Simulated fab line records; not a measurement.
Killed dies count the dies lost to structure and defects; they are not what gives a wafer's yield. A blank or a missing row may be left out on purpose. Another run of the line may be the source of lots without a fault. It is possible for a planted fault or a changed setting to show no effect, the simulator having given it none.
Problem report, 8D (eight disciplines) form, completed by code / flow ritCmos / the parts of the form that need people (team, actions taken, sign-off) are left out

== 1. PROBLEM STATEMENT ==
Wafers free of any fault read 471 (standard deviation 3.3) for PRETRO_TW at RIT_PRETRO_TW_MEAS_10, against a mean of 411 on 6 wafers of 2 lots. That is -18 standard deviations from the usual mean.
First seen on wafer L539.3, day 4 04:38, on filmMetro-02. Wafers with a number at this step in the record: 42, from 14 lots. Rule for "out" (also "out of limits"): further than 4 standard deviations from the usual mean. The rest of the wafers with a number are treated as sound.

== 2. WHAT THIS IS AND IS NOT ==
question=which readings at this step | is=PRETRO_TW | is not=-
question=which lots | is=L539, L542 | is not=L530, L532, L534, L535, L536, L537, L543, L544, L545, L547, L551, L553
question=which wafers of those lots | is=all that have a number | is not=-
question=read on which gauges | is=filmMetro-02 | is not=filmMetro-01, filmMetro-03
question=when | is=from day 4 04:38 | is not=up to then (18 sound wafers); but 18 sound wafers of L543, L544, L545, L547, L551, L553 came after

== 3. THE SUSPECTS, EACH WITH WHAT RULES IT OUT ==
Counting: a tool stays on the suspect list if, at a process step up to the reading, it processed all lots that are out and no sound lot following the first of them.
- ruled out: the gauge at RIT_PRETRO_TW_MEAS_10. All the wafers that are out were read on filmMetro-02, but those of them that RIT_PRETRO_IMPLANT_08 has rows for are out there too, on other tools.
- implanter-03 at RIT_PRETRO_IMPLANT_08: kept. It ran every lot that is out, first L539 (day 4 04:20), and no sound lot after that; its last sound lot up to then is L536 (day 3 14:35). Its own readings are out on those wafers: doseIonsCm2, faradayCurrentUA.
Remaining after the count: implanter-03 at RIT_PRETRO_IMPLANT_08.

== 4. THE CAUSE (what the simulator had put in) ==
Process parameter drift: implanter-03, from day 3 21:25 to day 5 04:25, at RIT_PRETRO_IMPLANT_08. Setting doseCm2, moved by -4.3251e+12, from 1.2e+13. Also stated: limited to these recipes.
After counting, this tool was the only one left.

== 5. THE CHAIN OF EFFECTS, in route order ==
Each row: a reading where the mean over the struck wafers with a number is more than 3 standard deviations away from the usual. Readings are gone through only where the record gives a usual standard deviation; hours: the median, over the lots, of the time from a lot's start at the first step in this table giving one to that lot's start at this step; sigmas: the change measured in usual standard deviations.
hours=0; step=RIT_PRETRO_IMPLANT_08; reading=doseIonsCm2; usual=1.2002e+13; on struck wafers=7.6762e+12; change=-4.3258e+12; sigmas=-99 or more
hours=0; step=RIT_PRETRO_IMPLANT_08; reading=faradayCurrentUA; usual=38.1; on struck wafers=24.5; change=-13.6; sigmas=-17
hours=0; step=RIT_PRETRO_TW_MEAS_10; reading=PRETRO_TW; usual=471; on struck wafers=411; change=-60; sigmas=-18
Here are the process steps it includes:
- RIT_PRETRO_IMPLANT_08

== 6. HOW IT WOULD HAVE BEEN CAUGHT EARLIER ==
In this record the first reading out of limits at a measuring or inspecting step was taken at day 4 04:38, 7 hours after the fault began at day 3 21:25.
Tool's own readings at RIT_PRETRO_IMPLANT_08, doseIonsCm2, faradayCurrentUA: out on all struck wafers the step has rows for; an alarm limit on them would have tripped on the first.
L542, from the lots that are out (2), started RIT_PRETRO_IMPLANT_08 on implanter-03 later than day 4 04:38. Had the tool been put on hold then, it would have been spared.
